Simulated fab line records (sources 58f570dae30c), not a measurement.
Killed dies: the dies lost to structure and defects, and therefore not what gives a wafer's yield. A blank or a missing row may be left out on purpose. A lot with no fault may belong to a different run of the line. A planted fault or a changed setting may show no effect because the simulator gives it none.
Which tool is to blame? + flow berkeley cmos170 + Sampling: 7 lots, 21 wafers, 2 of 331 route steps

WHAT THE GAUGES READ, wafer by wafer
UCB170_M2_RS_MEAS_02: a four-point-probe measurement.
| lot  | measured     | on            | M2_AL_RS (ohm/sq)    |
|------|--------------|---------------|----------------------|
| L359 | day 7 16:41  | film metro-02 | 0.0324 0.0320 0.0326 |
| L363 | day 8 22:02  | film metro-03 | 0.0323 0.0329 0.0326 |
| L364 | day 9 02:08  | film metro-02 | 0.0325 0.0331 0.0328 |
| L373 | day 10 11:34 | film metro-01 | 0.0435 0.0432 0.0433 |
| L377 | day 11 01:00 | film metro-03 | 0.0321 0.0320 0.0325 |
| L381 | day 12 01:10 | film metro-02 | 0.0331 0.0327 0.0328 |
| L382 | day 12 18:23 | film metro-02 | 0.0321 0.0324 0.0323 |

TOOL THAT RAN EACH LOT (tool first, then ch and the chambers of the sampled wafers, then the start)
| lot  | UCB170_M2_SPUTTER_01         |
|------|------------------------------|
| L359 | pvd sputter-03, day 7 16:36  |
| L363 | pvd sputter-02, day 8 21:55  |
| L364 | pvd sputter-03, day 9 02:03  |
| L373 | pvd sputter-01, day 10 11:29 |
| L377 | pvd sputter-03, day 11 00:52 |
| L381 | pvd sputter-02, day 12 01:05 |
| L382 | pvd sputter-02, day 12 18:17 |
- UCB170_M2_SPUTTER_01: material Al, target thk 900 nm, time 120 s.

THE ANSWER, worked out from the rows above alone
Rule: what is usual is taken from the lots themselves. Put in order of their means at a reading, lots are off if they are a third of the lots or fewer, leave a main group of 4 or more, and stand apart from it by a gap of 3 or more times the standard deviation of the main group's means; of several such gaps the widest counts. A main group whose means are all the same, to the digits that the tables above print for the reading, isn't used. A lot without any number at a reading at which 4 lots or more have one is off too. Where the step has rows for the other lots, those lots are counted as sound.
Off: L373, seen at UCB170_M2_RS_MEAS_02 (M2_AL_RS). Main group: mean 0.0325 ohm/sq, sd 0.00026.
A tool fits if, at a process step before that reading, it ran every lot that is off, and no sound lot after the first of them. The gauges at UCB170_M2_RS_MEAS_02 are tried like those tools. This does not decide it: 2 tools fit, namely pvd sputter-01 at UCB170_M2_SPUTTER_01 and film metro-01 at UCB170_M2_RS_MEAS_02.

WHAT THE SIMULATOR HAD INSERTED
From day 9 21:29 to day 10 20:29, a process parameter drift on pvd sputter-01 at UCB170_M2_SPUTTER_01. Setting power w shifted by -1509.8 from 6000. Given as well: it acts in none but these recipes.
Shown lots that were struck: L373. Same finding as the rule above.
